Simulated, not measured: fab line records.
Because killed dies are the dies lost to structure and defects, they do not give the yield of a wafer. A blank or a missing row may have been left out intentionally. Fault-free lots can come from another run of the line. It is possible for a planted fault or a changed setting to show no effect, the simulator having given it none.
A lot that was struck, set against a sound lot | flow rit cmos | 30 steps out of a route of 202
Sound: the wafers L380.1, L380.2, L380.6. Wafers struck: L383.2, L383.5, L383.6. The cause comes at the end.
Each step with rows lists, per side, the tool, then ch with its chambers, then its first start. Under that, the readings that differ: sound wafers | struck wafers | difference of the means | sigmas: that difference in standard deviations of wafers without a fault.
alike: a reading whose means differ by less than 2 such deviations, as well as words and numbers matching on both sides. not compared: withheld readings; readings where some wafer has no value; bounds like >300 that might hide an equal value; numbers whose values overlap and for which the record gives no deviation.
Wherever a step has rows on one side only, a row that says differs or no value, or a row with sigmas, the two part there. Numbers that have no deviation but don't overlap get no sigmas and don't part them. A reading that every wafer of one side lacks parts them only if that side has two wafers or more.

RIT_FOX2_THK_MEAS_01:
  struck on film metro-03, day 3 21:04; sound on film metro-01, day 3 06:28
  alike: FOX2_OXIDE_THK
then, 2 steps without rows for these wafers: RIT_FOX2_CLEAN_02 (cleans in dHF, time 180 s); RIT_FOX2_WET_ETCH_03 (etches Si3N4 in H3PO4, target depth 195 nm, time 2700 s).
RIT_FOX2_THK_MEAS_90:
  struck on film metro-01, day 3 21:57; sound on film metro-04, day 3 07:25
  alike: FIELD_OXIDE_LEFT_1_THK
then, 6 steps without rows for these wafers: RIT_NWELL_HMDS_00 (prime time 60 s); RIT_NWELL_COAT_01 (resist thk 1300 nm); RIT_NWELL_SOFTBAKE_02 (time 60 s); RIT_NWELL_EXPOSE_03 (exposes mask M2, target cd 43900 nm); RIT_NWELL_PEB_04; RIT_NWELL_DEVELOP_05 (develop time 68 s).
RIT_NWELL_OVL_MEAS_06:
  struck on overlay-02, day 3 23:01; sound on overlay-02, day 3 08:28
  alike: NWELL_OVL
then, 1 step without rows for these wafers: RIT_NWELL_HARDBAKE_07 (time 120 s).
RIT_NWELL_IMPLANT_08:
  sound on implanter-01 ch 0, day 3 08:46; struck on implanter-02 ch 0, day 3 23:19
  reading       | sound                     | struck                      | difference | sigmas
  dose ions cm2 | 5e+13 4.999e+13 5.003e+13 | 4.792e+13 4.8e+13 4.784e+13 | -2.087e+12 | -37
  alike: beam energy keV
RIT_NWELL_STRIP_09: strips in O2, time 180 s.
  sound on plasma asher-04 ch 0,1, day 3 08:55; struck on plasma asher-03 ch 0,1, day 3 23:26
  alike: drypump motor current A
  not compared: rf hours counter h
RIT_NWELL_TW_MEAS_10:
  struck on film metro-03, day 3 23:38; sound on film metro-03, day 3 09:05
  alike: NWELL_TW
then, 6 steps without rows for these wafers: RIT_PWELL_HMDS_00 (prime time 60 s); RIT_PWELL_COAT_01 (resist thk 1300 nm); RIT_PWELL_SOFTBAKE_02 (time 60 s); RIT_PWELL_EXPOSE_03 (exposes mask M3, target cd 43700 nm); RIT_PWELL_PEB_04; RIT_PWELL_DEVELOP_05 (develop time 68 s).
RIT_PWELL_OVL_MEAS_06:
  struck on overlay-01, day 4 00:44; sound on overlay-01, day 3 10:01
  alike: PWELL_OVL
then, 2 steps without rows for these wafers: RIT_PWELL_HARDBAKE_07 (time 120 s); RIT_PWELL_IMPLANT_08.
RIT_PWELL_STRIP_09: strips in O2, time 180 s.
  sound on plasma asher-03 ch 0,1, day 3 10:28; struck on plasma asher-04 ch 0,1, day 4 01:10
  alike: drypump motor current A
  not compared: rf hours counter h
RIT_PWELL_TW_MEAS_10:
  struck on film metro-01, day 4 01:20; sound on film metro-01, day 3 10:38
  alike: PWELL_TW
then, 1 step without rows for these wafers: RIT_WELLDRIVE_ANNEAL_00 (time 14700 s).
RIT_WELLDRIVE_RS_MEAS_01: measures by four-point-probe.
  struck on film metro-01, day 4 06:30; sound on film metro-01, day 3 15:47
  reading           | sound             | struck            | difference | sigmas
  NWELL_RS (ohm/sq) | 274.7 275.7 275.2 | 282.8 282.8 283.4 | +7.8       | +11
RIT_WELLDRIVE_RS_MEAS_02: measures by four-point-probe.
  struck on film metro-01, day 4 06:37; sound on film metro-01, day 3 15:54
  alike: PWELL_RS
RIT_M1_PROBE_99:
  struck on prober-01, day 5 13:19; sound on prober-02, day 4 22:36
  reading                                | sound             | struck            | difference | sigmas
  model.etest.nwell pinched.rs ohm sq    | 336.3 334.6 338.9 | 345.2 343.8 350.7 | +10.0      |
  model.etest.well edge left.line ohm um | 179.2 182.8 181.7 | 186 187.6 189.9   | +7         |
  alike: killed at front end, killed dies, killed open, killed short
  not compared: model.etest.well edge right.line ohm um

## WHERE THEY PART
At RIT_NWELL_IMPLANT_08 first; at RIT_WELLDRIVE_RS_MEAS_01 last (within this record only). Later steps at which nothing parts them and some readings are alike: RIT_WELLDRIVE_RS_MEAS_02, RIT_M1_PROBE_99.

WHY: what the simulator had put in
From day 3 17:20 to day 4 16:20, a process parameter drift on implanter-02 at RIT_NWELL_IMPLANT_08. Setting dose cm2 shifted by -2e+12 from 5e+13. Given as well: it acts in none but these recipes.
